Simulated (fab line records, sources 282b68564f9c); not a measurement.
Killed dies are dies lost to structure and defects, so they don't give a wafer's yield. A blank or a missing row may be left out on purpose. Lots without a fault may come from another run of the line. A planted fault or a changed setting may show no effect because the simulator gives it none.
fab line records | flow rit_cmos
record lots=14 wafers=42 last_day=7
route steps=202 shown ACTIVE@15 NRETRO@62 PRETRO@73
lots that met no fault: from a run of the same line without faults
start_h: hours from the record's first day to the start of the lot's first wafer shown | wait_h: hours since the lot's step before | " the same as in the row above | L1.1+2: a row that stands for several wafers | - no value, or no start given | * or withheld: withheld | < > ~ a bound
route shown NAME@n: a module of which the file shows steps, and the number in the route of the first | usual: mean/standard deviation of fault-free wafers | same: alike in all rows | chamber/n: place in a boat | sites: the reading at each site | _std_site: their standard deviation | _edge_site: outer sites' mean less inner sites' | radius_mm: how far each site lies from the wafer's centre | mask NAME#n: copy n | behind: the tool/chamber that last shaped the wafer | hold: why the lot was held/for how many hours/how that ended | device: the transistor (n, p or np) that didn't switch | end of line: the same wafers' tests at the end of the route | a step without rows: its recipe alone | killed: dies lost to structure and defects at the first sort, not the wafer's yield | map: a wafer's dies, x killed, . not, _ none there
set.NAME: the setting as run; set.NAME@STEP: as run at that earlier step | model.NAME: the simulator's own value behind a step, which no gauge read
steps of the route over a sample of lots; a table a step, a row a wafer
services: from which hour (start_h, from the record's first day; less than 0 if before it) a tool's chamber was out of use, for how many hours, and why
## steps
# step RIT_ACTIVE_STRIP_14
# recipe chemistry=O2 time_s=180 resist=NOVOLAK platen_temp_c=withheld power_w=500 pressure_mtorr=4000 o2_flow_sccm=4000
# usual chamber_pressure_mTorr=4000/3.8 drypump_motor_current_A=5.8/0.57 o2_flow_sccm=3999/12
# columns lot.wafer tool chamber start_h wait_h chamber_pressure_mTorr drypump_motor_current_A o2_flow_sccm rf_hours_counter_h
L992.3 plasma_asher-04 0 15.03 0.1 3999 5.7 3991 -
L992.5 " 0 " " 3998 5.7 4004 -
L992.6 " 1 " " 3999 5.3 4017 -
L993.1 plasma_asher-01 0 19.84 0.1 4001 6.6 3992 38
L993.5 " 0 " " 4003 6.6 3991 -
L993.6 " 1 " " 4001 5.9 3988 -
L994.2 plasma_asher-01 0 24.84 0.1 4001 6.7 3979 39
L994.3 " 1 " " 4001 5.9 3974 -
L994.6 " 1 " " 3996 5.9 3994 -
L996.2 plasma_asher-01 1 38.87 0.1 4004 5.9 3995 40
L996.3 " 0 " " 4003 6.7 3991 -
L996.4 " 1 " " 3998 5.9 3986 -
L997.2 plasma_asher-03 0 41.70 0.1 3998 4.8 4006 37
L997.4 " 1 " " 3995 6.2 4018 -
L997.5 " 0 " " 4002 4.9 3995 -
L998.3 plasma_asher-01 0 46.12 0.1 3998 6.7 4014 -
L998.4 " 1 " " 4000 5.9 3996 -
L998.6 " 1 " " 4004 5.9 3994 -
L100.1 plasma_asher-01 0 55.03 0.1 3994 6.6 4011 42
L100.2 " 1 " " 4002 5.9 4010 42
L100.5 " 0 " " 4000 6.6 3993 -
L101.2 plasma_asher-01 0 60.62 0.1 4001 6.6 3996 42
L101.4 " 0 " " 3995 6.6 4003 -
L101.6 " 0 " " 4000 6.6 3986 -
L102.3 plasma_asher-04 1 65.09 0.1 4001 5.3 3994 -
L102.4 " 0 " " 4000 5.7 3985 -
L102.5 " 1 " " 3994 5.3 3997 -
L103.2 plasma_asher-03 0 70.73 0.1 3998 4.9 4004 40
L103.3 " 0 " " 3996 4.9 3996 -
L103.5 " 0 " " 3997 4.9 3993 -
L107.2 plasma_asher-04 0 89.92 0.1 - - - -
L107.3 " 1 " " - - - -
L107.5 " 1 " " - - - -
L108.2 plasma_asher-01 0 95.06 0.1 - - - -
L108.5 " 0 " " - - - -
L108.6 " 1 " " - - - -
L114.1 plasma_asher-01 1 124.97 0.1 3997 5.9 4007 1
L114.4 " 0 " " 4002 6.7 3997 -
L114.6 " 0 " " 4003 6.7 3995 -
L115.1 plasma_asher-04 0 129.84 0.1 4001 5.7 3999 35
L115.2 " 1 " " 3999 5.3 4016 35
L115.6 " 1 " " 4002 5.3 4014 -
# step RIT_ACTIVE_CD_MEAS_90
# recipe target_cd_nm=1400
# usual cd_nm=1400.6/1.9
# columns lot.wafer tool chamber start_h wait_h cd_nm
L992.3 cd_sem-01 - 15.18 0.1 1399.9
L992.5 " - " " 1401.2
L992.6 " - " " 1402.2
L993.1 cd_sem-01 - 20.02 0.1 1400.4
L993.5 " - " " 1399.0
L993.6 " - " " 1399.1
L994.2 cd_sem-02 - 25.04 0.1 1400.6
L994.3 " - " " 1401.8
L994.6 " - " " 1402.4
L996.2 cd_sem-01 - 39.07 0.1 1398.4
L996.3 " - " " 1398.7
L996.4 " - " " 1398.2
L997.2 cd_sem-02 - 41.89 0.1 1401.6
L997.4 " - " " 1401.3
L997.5 " - " " 1400.6
L998.3 cd_sem-02 - 46.28 0.1 1401.4
L998.4 " - " " 1403.1
L998.6 " - " " 1401.1
L100.1 cd_sem-02 - 55.20 0.1 1402.7
L100.2 " - " " 1401.3
L100.5 " - " " 1401.9
L101.2 cd_sem-01 - 60.82 0.1 1399.2
L101.4 " - " " 1400.4
L101.6 " - " " 1398.1
L102.3 cd_sem-02 - 65.25 0.1 1399.6
L102.4 " - " " 1399.6
L102.5 " - " " 1396.5
L103.2 cd_sem-01 - 70.93 0.1 1399.9
L103.3 " - " " 1399.9
L103.5 " - " " 1400.7
L107.2 cd_sem-01 - 90.11 0.1 1401.5
L107.3 " - " " 1400.1
L107.5 " - " " 1400.6
L108.2 cd_sem-01 - 95.26 0.1 1398.4
L108.5 " - " " 1398.1
L108.6 " - " " 1398.0
L114.1 cd_sem-02 - 125.14 0.1 1402.4
L114.4 " - " " 1405.2
L114.6 " - " " 1403.1
L115.1 cd_sem-02 - 130.02 0.1 1400.2
L115.2 " - " " 1397.6
L115.6 " - " " 1400.1
# step RIT_NRETRO_STRIP_09
# recipe chemistry=O2 time_s=180 resist=NOVOLAK platen_temp_c=withheld power_w=500 pressure_mtorr=4000 o2_flow_sccm=4000
# usual chamber_pressure_mTorr=4000/3.7 drypump_motor_current_A=5.9/0.5 o2_flow_sccm=4001/12
# columns lot.wafer tool chamber start_h wait_h chamber_pressure_mTorr drypump_motor_current_A o2_flow_sccm rf_hours_counter_h
L992.3 plasma_asher-02 1 29.80 0.1 3998 5.9 4015 -
L992.5 " 1 " " 3997 5.9 4003 -
L992.6 " 0 " " 4001 6.7 4026 -
L993.1 plasma_asher-01 0 36.14 0.1 4005 6.7 4004 40
L993.5 " 1 " " 4000 5.9 3992 -
L993.6 " 0 " " 4000 6.6 4005 -
L994.2 plasma_asher-04 0 45.34 0.1 3997 5.7 4007 26
L994.3 " 0 " " 4001 5.7 4000 -
L994.6 " 1 " " 4003 5.3 3993 -
L996.2 plasma_asher-02 0 56.18 0.1 4005 6.7 4004 42
L996.3 " 0 " " 4002 6.7 4012 -
L996.4 " 1 " " 3999 5.9 3997 -
L997.2 plasma_asher-04 0 56.42 0.1 4004 5.7 3989 27
L997.4 " 1 " " 4002 5.3 4001 -
L997.5 " 0 " " 3997 5.7 4000 -
L998.3 plasma_asher-04 1 61.80 0.1 4006 5.3 4016 -
L998.4 " 0 " " 3997 5.7 3987 -
L998.6 " 0 " " 3996 5.7 3998 -
L100.1 plasma_asher-02 1 70.77 0.1 3999 5.9 3995 43
L100.2 " 0 " " 3998 6.7 3992 43
L100.5 " 0 " " 4000 6.7 3993 -
L101.2 plasma_asher-04 1 76.22 0.1 4004 5.3 3978 29
L101.4 " 0 " " 4002 5.7 4008 -
L101.6 " 1 " " 4000 5.3 3999 -
L102.3 plasma_asher-04 1 81.52 0.1 4002 5.3 3979 -
L102.4 " 0 " " 3998 5.7 4000 -
L102.5 " 1 " " 4001 5.3 3969 -
L103.2 plasma_asher-01 1 86.55 0.1 3992 5.9 3997 45
L103.3 " 0 " " 4005 6.6 4005 -
L103.5 " 1 " " 4001 5.9 4005 -
L114.1 plasma_asher-01 1 139.47 0.1 3999 5.9 4000 2
L114.4 " 0 " " 3994 6.6 3983 -
L114.6 " 0 " " 4001 6.7 3985 -
L115.1 plasma_asher-04 1 144.55 0.1 3998 5.3 4004 36
L115.2 " 0 " " 4004 5.7 3984 36
L115.6 " 1 " " 4002 5.3 4013 -
# step RIT_PRETRO_STRIP_09
# recipe chemistry=O2 time_s=180 resist=NOVOLAK platen_temp_c=withheld power_w=500 pressure_mtorr=4000 o2_flow_sccm=4000
# usual chamber_pressure_mTorr=4000/3.6 drypump_motor_current_A=5.8/0.57 o2_flow_sccm=4001/12
# columns lot.wafer tool chamber start_h wait_h chamber_pressure_mTorr drypump_motor_current_A o2_flow_sccm rf_hours_counter_h
L992.3 plasma_asher-04 0 31.62 0.1 4003 5.7 4017 -
L992.5 " 0 " " 3999 5.7 4038 -
L992.6 " 1 " " 3999 5.3 4010 -
L993.1 plasma_asher-04 1 37.69 0.1 4005 5.3 4012 25
L993.5 " 1 " " 4004 5.3 4015 -
L993.6 " 0 " " 4001 5.7 4005 -
L994.2 plasma_asher-03 0 46.89 0.1 4004 4.9 3999 37
L994.3 " 1 " " 4004 6.2 4019 -
L994.6 " 1 " " 3998 6.3 4002 -
L996.2 plasma_asher-01 1 57.73 0.1 3999 5.9 4003 42
L996.3 " 0 " " 3990 6.7 4004 -
L996.4 " 1 " " 4001 5.9 4005 -
L997.2 plasma_asher-03 0 58.10 0.1 3998 4.9 3990 39
L997.4 " 1 " " 3994 6.2 3996 -
L997.5 " 1 " " 4004 6.2 4001 -
L998.3 plasma_asher-04 1 63.35 0.1 4005 5.3 3986 -
L998.4 " 0 " " 4001 5.7 3975 -
L998.6 " 0 " " 3997 5.7 3989 -
L100.1 plasma_asher-03 1 72.32 0.1 4006 6.2 4022 40
L100.2 " 0 " " 3992 4.9 3996 40
L100.5 " 1 " " 3999 6.2 4019 -
L101.2 plasma_asher-03 1 77.82 0.1 4001 6.2 3999 41
L101.4 " 1 " " 3996 6.2 4003 -
L101.6 " 1 " " 4000 6.2 3997 -
L102.3 plasma_asher-01 1 83.44 0.1 4007 5.9 4005 -
L102.4 " 0 " " 4001 6.6 3985 -
L102.5 " 0 " " 3997 6.6 3982 -
L103.2 plasma_asher-04 0 88.27 0.1 3997 5.7 4000 30
L103.3 " 0 " " 4000 5.7 3987 -
L103.5 " 0 " " 4013 5.7 4004 -
L114.1 plasma_asher-01 1 141.02 0.1 4004 5.9 3987 3
L114.4 " 1 " " 4006 5.9 3986 -
L114.6 " 0 " " 3998 6.6 3992 -
L115.1 plasma_asher-01 1 146.23 0.1 4006 5.9 3991 3
L115.2 " 0 " " 4006 6.6 3989 3
L115.6 " 0 " " 4003 6.7 3998 -
## services
# columns tool chamber start_h hours kind
plasma_asher-03 - -1.87 13.1 repair
plasma_asher-01 - 4.08 0.6 repair
plasma_asher-04 - 56.96 2.5 repair
plasma_asher-01 - 108.75 9.0 pm
plasma_asher-01 0 108.75 9.0 vent_cycle
plasma_asher-01 1 108.75 9.0 vent_cycle
plasma_asher-01 0 117.75 - clean
plasma_asher-01 1 117.75 - clean
## key
first_sign step=RIT_ACTIVE_STRIP_14 reading=tool_record direction=missing
effect none on later readings
met_at RIT_ACTIVE_STRIP_14
struck_lots L107,L108
later_rows_left_out L107.2,L107.3,L107.5,L108.2,L108.5,L108.6
sort_left_out L107.2,L107.3,L107.5,L108.2,L108.5,L108.6
tester_left_out L107,L108
not_acting_at RIT_ACTIVE_CD_MEAS_90,RIT_NRETRO_STRIP_09,RIT_PRETRO_STRIP_09
onset_between 65.09 89.92
fault kind=skipped_step_whole tool=plasma_asher-01,plasma_asher-04 chamber=- onset_h=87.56 steps=RIT_ACTIVE_STRIP_14 scope=struck_lots_only
# tester_left_out: of these lots the tester's yield and bins aren't shown, on N5 and GAA mostly nor the transistor test; their killed dies are dies lost to structure and defects alone, not to doping, threshold or leakage, so they don't give the yield
# sort_left_out: the simulated sort isn't trusted on such a fault, so these wafers' sort isn't shown, and their yield isn't known
# later_rows_left_out: the simulator's readings of these wafers behind a module that went badly wrong aren't trusted and aren't shown, but for the sort
